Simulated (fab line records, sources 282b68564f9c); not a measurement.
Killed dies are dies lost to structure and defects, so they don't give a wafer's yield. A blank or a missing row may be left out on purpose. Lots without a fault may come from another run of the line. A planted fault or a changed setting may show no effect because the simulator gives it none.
One fault seen from 2 desks | flow rit_cmos | each desk has only its own numbers; what lay behind them comes last

THE METROLOGY DESK
What the gauges read, lot by lot, whatever tool the lot ran on: means of the sampled wafers that have a number. A lot is out of limits, marked OUT, if its mean lies more than 4 standard deviations from the usual mean; the brackets give that distance.
Columns: A = ACTIVE_OXIDE_THK at RIT_ACTIVE_THK_MEAS_02, usual 46.8 nm; B = ACTIVE_NITRIDE_THK at RIT_ACTIVE_THK_MEAS_04, usual 149.1 nm; C = cd_nm at RIT_ACTIVE_CD_MEAS_11, usual 1400.0 nm
lot  | first seen here | A    | B     | C
L350 | day 1 12:33     | 44.8 | 148.6 | 1403.0
L354 | day 2 08:04     | 47.8 | 148.7 | 1402.5
L355 | day 2 13:04     | 46.5 | 147.9 | 1402.5
L368 | day 5 06:03     | 47.9 | 149.1 | 1396.2
L371 | day 5 21:03     | 47.6 | 151.2 | 1400.8
L373 | day 6 07:03     | 46.6 | 152.8 | 1399.8
This desk's finding: nothing out of limits on any of the 6 lots.

THE TOOL OWNER'S DESK: rie_diel-02
The tool's own readings at RIT_ACTIVE_ETCH_13 (etches Si3N4 in SF6, stops on SiO2, time 210 s, target depth 210 nm): means of the sampled wafers that have a number, for each lot that ran on this tool. A lot is out of limits, marked OUT, if its mean lies more than 4 standard deviations from the usual mean; the brackets give that distance.
Columns: A = drypump_motor_current_A at RIT_ACTIVE_ETCH_13, usual 5.7 A; B = oes_product_au at RIT_ACTIVE_ETCH_13, usual 0.812 a.u.; C = throttle_valve_pct at RIT_ACTIVE_ETCH_13, usual 7.54 %
lot  | first seen here | A   | B               | C
L350 | day 1 15:23     | 5.4 | 0.819           | 7.56
L354 | day 2 10:43     | 5.6 | 0.959 (+11) OUT | 7.59
L355 | day 2 15:50     | 5.2 | 0.962 (+11) OUT | 7.52
This desk's finding: out of limits on L354, L355; first on L354, day 2 10:43 (oes_product_au at RIT_ACTIVE_ETCH_13). In limits: L350.

PUT TOGETHER
The tool owner's desk could have raised an alarm at day 2 10:43, on L354, L355.
The metrology desk saw nothing out of limits.
The metrology desk has L354, L355 on record, within its limits.
Of the lots named, all ran RIT_ACTIVE_ETCH_13 on rie_diel-02.

WHAT THE SIMULATOR HAD PUT IN
Process parameter drift: rie_diel-02, from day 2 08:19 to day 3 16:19, at RIT_ACTIVE_ETCH_13. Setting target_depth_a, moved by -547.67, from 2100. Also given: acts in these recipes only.
Lots struck among those shown: L354, L355.
Hours from the fault's start to each desk's first reading out of limits: the tool owner's desk, 2.
